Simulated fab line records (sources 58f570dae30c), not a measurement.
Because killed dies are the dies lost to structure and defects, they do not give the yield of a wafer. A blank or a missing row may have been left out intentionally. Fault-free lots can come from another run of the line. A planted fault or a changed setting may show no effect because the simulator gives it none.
Which tool was responsible?    flow berkeley-cmos170    12 lots with 36 wafers sampled at 5 steps, on a route of 331 steps

== WHAT THE GAUGES SHOWED, per wafer ==
UCB170_CONTACT_CD_MEAS_15: the cd target is 700 nm. Usual: cd-nm reads 700.2 nm (standard deviation 1.4).
lot   measured      on         cd-nm (nm)         flag
L584  day 9 01:49   cd-sem-01  700.3 699.4 699.2  
L585  day 9 09:06   cd-sem-01  700.8 700.2 700.0  
L586  day 9 09:56   cd-sem-01  700.9 701.7 700.8  
L587  day 10 02:42  cd-sem-02  698.4 699.9 699.3  
L593  day 11 11:36  cd-sem-01  697.6 698.8 699.8  
L596  day 12 03:53  cd-sem-02  700.6 700.7 700.8  
L601  day 12 09:29  cd-sem-01  697.5 698.7 698.5  
L602  day 12 10:11  cd-sem-02  700.4 702.9 700.9  
L600  day 12 10:26  cd-sem-01  699.4 700.2 699.8  
L604  day 12 13:41  cd-sem-01  700.4 701.2 701.3  
L605  day 13 09:32  cd-sem-02  699.1 701.6 700.8  
L606  day 13 15:38  cd-sem-01  701.4 700.7 702.3  

UCB170_V1_THK_MEAS_01. Usual: V1_TEOS_THK 1985 nm, standard deviation 31.
lot   measured      on             V1_TEOS_THK (nm)  flag
L584  day 9 06:12   film-metro-02  1957 2025 1985    
L585  day 9 13:01   film-metro-03  1946 1968 1998    
L586  day 9 14:17   film-metro-01  2007 2000 1995    
L587  day 10 06:35  film-metro-03  1998 1951 1978    
L593  day 11 19:11  film-metro-01  3131 1971 2021    OFF
L596  day 12 08:59  film-metro-02  3135 3187 1980    OFF
L601  day 12 13:43  film-metro-01  1971 2041 1990    
L602  day 12 15:26  film-metro-02  1946 1940 1981    
L600  day 12 16:46  film-metro-01  1995 1951 1991    
L604  day 12 20:42  film-metro-02  1966 1943 1986    
L605  day 13 14:32  film-metro-01  1957 1959 2031    
L606  day 13 19:52  film-metro-01  1979 2034 1960    

UCB170_V1_BOW_MEAS_03. Usual: V1_BOW 18 um, standard deviation 7.2.
lot   measured      on             V1_BOW (um)  flag
L584  day 9 06:34   film-metro-03  18 21 20     
L585  day 9 13:23   film-metro-02  16 13 11     
L586  day 9 14:38   film-metro-03  17 33 25     
L587  day 10 06:57  film-metro-01  32 29 7      
L593  day 11 19:33  film-metro-02  13 17 10     
L596  day 12 09:21  film-metro-03  25 17 7      
L601  day 12 14:06  film-metro-02  23 20 26     
L602  day 12 15:49  film-metro-03  20 31 21     
L600  day 12 17:08  film-metro-01  17 16 20     
L604  day 12 21:04  film-metro-02  30 14 24     
L605  day 13 14:54  film-metro-01  12 19 20     
L606  day 13 20:13  film-metro-02  10 14 24     

UCB170_V2_CD_MEAS_90: the cd target is 700 nm. Usual: cd-nm reads 700.3 nm (standard deviation 1.5).
lot   measured      on         cd-nm (nm)         flag
L584  day 9 13:47   cd-sem-02  699.4 701.1 698.3  
L585  day 9 20:42   cd-sem-02  700.1 700.1 701.2  
L586  day 9 22:48   cd-sem-01  701.5 699.5 699.9  
L587  day 10 17:16  cd-sem-02  701.8 696.5 702.9  
L593  day 12 05:23  cd-sem-02  702.3 700.0 701.3  
L596  day 12 19:22  cd-sem-01  698.7 699.4 701.3  
L601  day 13 00:57  cd-sem-01  700.0 701.6 701.1  
L602  day 13 02:07  cd-sem-02  700.4 703.0 700.8  
L600  day 13 03:17  cd-sem-02  701.1 699.8 702.1  
L604  day 13 07:22  cd-sem-02  699.4 699.0 701.8  
L605  day 13 22:29  cd-sem-01  699.2 697.6 699.7  
L606  day 14 03:32  cd-sem-01  701.1 701.5 699.3  

== WHICH TOOL RAN EACH LOT (tool, then ch and the chambers of the sampled wafers, then the start) ==
lot   UCB170_V1_CVD_00
L584  pecvd-03 ch 0,1, day 9 06:03
L585  pecvd-02 ch 1,2, day 9 12:47
L586  pecvd-04 ch 1,2, day 9 14:07
L587  pecvd-02 ch 1,2, day 10 06:25
L593  pecvd-03 ch 0,1, day 11 19:02
L596  pecvd-03 ch 0,2, day 12 08:49
L601  pecvd-04 ch 0,1, day 12 13:32
L602  pecvd-02 ch 1,2, day 12 15:16
L600  pecvd-04 ch 0,1, day 12 16:36
L604  pecvd-02 ch 0,1, day 12 20:32
L605  pecvd-04 ch 0,1,2, day 13 14:23
L606  pecvd-04 ch 0,1,2, day 13 19:42
- UCB170_V1_CVD_00: deposits SiO2 from TEOS/O2, target thk 2000 nm, time 250 s.

== WHAT THE TOOLS THEMSELVES READ (means of the sampled wafers that have a number; where no wafer has one, the mark that the record gives instead) ==
UCB170_V1_CVD_00. Usual: heater-power-w reads 268 W (standard deviation 55).
lot   tool      heater-power-w (W)  flag
L584  pecvd-03  273                 
L585  pecvd-02  316                 
L586  pecvd-04  272                 
L587  pecvd-02  298                 
L593  pecvd-03  265                 
L596  pecvd-03  211                 
L601  pecvd-04  249                 
L602  pecvd-02  294                 
L600  pecvd-04  286                 
L604  pecvd-02  316                 
L605  pecvd-04  309                 
L606  pecvd-04  308                 

== THE ANSWER, worked out from the rows above alone ==
Rule: take the mean of a lot's wafers that have a number; if it is more than 3 standard deviations from the usual mean, the lot is off. A lot without any number at a reading at which 4 lots or more have one is off too. Where the step has rows for the other lots, those lots are counted as sound. The gauges are gone through in route order, then the tools' own readings, and for those a lot's mean is taken as printed above. The first step at which some lot is off is used, and at that step the reading that is off furthest; a lot without a number counts as furthest.
Off: at UCB170_V1_THK_MEAS_01 (V1_TEOS_THK), L593, L596.
A tool fits if, at a process step before that reading, it ran every lot that is off, and no sound lot after the first of them. Gauges at UCB170_V1_THK_MEAS_01: tried the same way as those tools. One fits: UCB170_V1_CVD_00 on pecvd-03. Its last sound lot is L584 (day 9 06:03), its first lot that is off L593 (day 11 19:02): a fault that began between those two fits.

== WHAT THE SIMULATOR HAD INSERTED ==
pecvd-03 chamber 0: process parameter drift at UCB170_V1_CVD_00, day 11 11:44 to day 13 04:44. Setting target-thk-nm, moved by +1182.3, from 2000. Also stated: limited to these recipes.
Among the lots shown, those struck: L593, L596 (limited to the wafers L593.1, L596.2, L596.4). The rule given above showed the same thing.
